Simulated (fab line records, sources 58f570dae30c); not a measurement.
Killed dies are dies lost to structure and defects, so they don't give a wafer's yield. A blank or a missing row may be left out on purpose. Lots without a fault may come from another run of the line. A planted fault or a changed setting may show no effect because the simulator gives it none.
Problem report in the 8D (eight disciplines) form, filled by code | flow berkeley_cmos170 | the parts of the form that need people (team, actions taken, sign-off) are left out

1. THE PROBLEM
V2_TEOS_THK at UCB170_V2_THK_MEAS_01 reads a mean of 3370 nm on 2 wafers of 1 lot; wafers without a fault read 1988 nm with a standard deviation of 28. That is +49 standard deviations from the usual mean.
First seen on wafer L521.2, day 10 03:23, on film_metro-01. The record holds 37 wafers of 13 lots with a number at this step. Rule for "out", or "out of limits": more than 4 standard deviations from the usual mean. The other wafers with a number count as sound.

2. WHAT IT IS AND WHAT IT IS NOT
question                    | is                | is not
which readings at this step | V2_TEOS_THK       | -
which lots                  | L521              | L512, L514, L515, L523, L524, L525, L526, L528, L530, L531, L533, L534
which wafers of those lots  | L521.2, L521.6    | L521.4
read on which gauges        | film_metro-01     | film_metro-02, film_metro-04
when                        | from day 10 03:23 | up to then (10 sound wafers); but 25 sound wafers of L523, L524, L525, L526, L528, L530, L531, L533, L534 came after

3. SUSPECTS, AND WHAT RULES EACH OUT
Counting: a tool at a process step up to the reading stays a suspect if it ran every lot that is out. Sound lots after the first of them don't rule it out here, since some wafers of a struck lot are sound.
- the gauge at UCB170_V2_THK_MEAS_01: kept. All the wafers that are out were read on film_metro-01, and no step on other tools shows them out.
- rie_diel-01 at UCB170_M2_ETCH_17 (etches BARC in N2/H2): kept. It ran the lot that is out, L521 (day 10 02:46); its last sound lot up to then is L514 (day 8 09:59).
- pecvd-03 at UCB170_V2_CVD_00 (deposits SiO2 from TEOS/O2, target thk 2000 nm, time 250 s): kept. It ran the lot that is out, L521 (day 10 03:13); its last sound lot up to then is L515 (day 8 14:12).
- Within pecvd-03 at UCB170_V2_CVD_00: the wafers that are out ran in chamber 1; their sound lot-mates ran in chamber 2.
Left after counting: rie_diel-01 at UCB170_M2_ETCH_17, pecvd-03 at UCB170_V2_CVD_00, film_metro-01 at UCB170_V2_THK_MEAS_01.

4. THE CAUSE (what the simulator had put in)
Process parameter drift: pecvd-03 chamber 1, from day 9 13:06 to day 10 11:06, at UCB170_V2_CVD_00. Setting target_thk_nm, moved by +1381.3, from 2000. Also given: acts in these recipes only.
Counting left 3 suspects, and this tool is among them.

5. THE CHAIN OF EFFECTS, in route order
Each row: a reading whose mean over the struck wafers that have a number lies more than 3 standard deviations from the usual. Only readings for which the record gives a usual standard deviation are gone through. hours: the time from each lot's start at the first step in this table that gives one to its start at this step, as a median over the lots. sigmas: the change in usual standard deviations.
hours | step                  | reading     | usual   | on struck wafers | change | sigmas
0     | UCB170_V2_THK_MEAS_01 | V2_TEOS_THK | 1988 nm | 3370             | +1382  | +49

6. WHAT WOULD HAVE CAUGHT IT SOONER
In this record the first reading out of limits at a measuring or inspecting step was taken at day 10 03:23, 14 hours after the fault began at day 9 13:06.
Of the tool readings at UCB170_V2_CVD_00 for which the record gives a usual standard deviation, none was out on any struck wafer, so an alarm limit of 4 standard deviations on them would not have fired.
All the lots that are out (1) had begun UCB170_V2_CVD_00 on pecvd-03 by day 10 03:23. A hold on the tool at that time would have spared none of them.
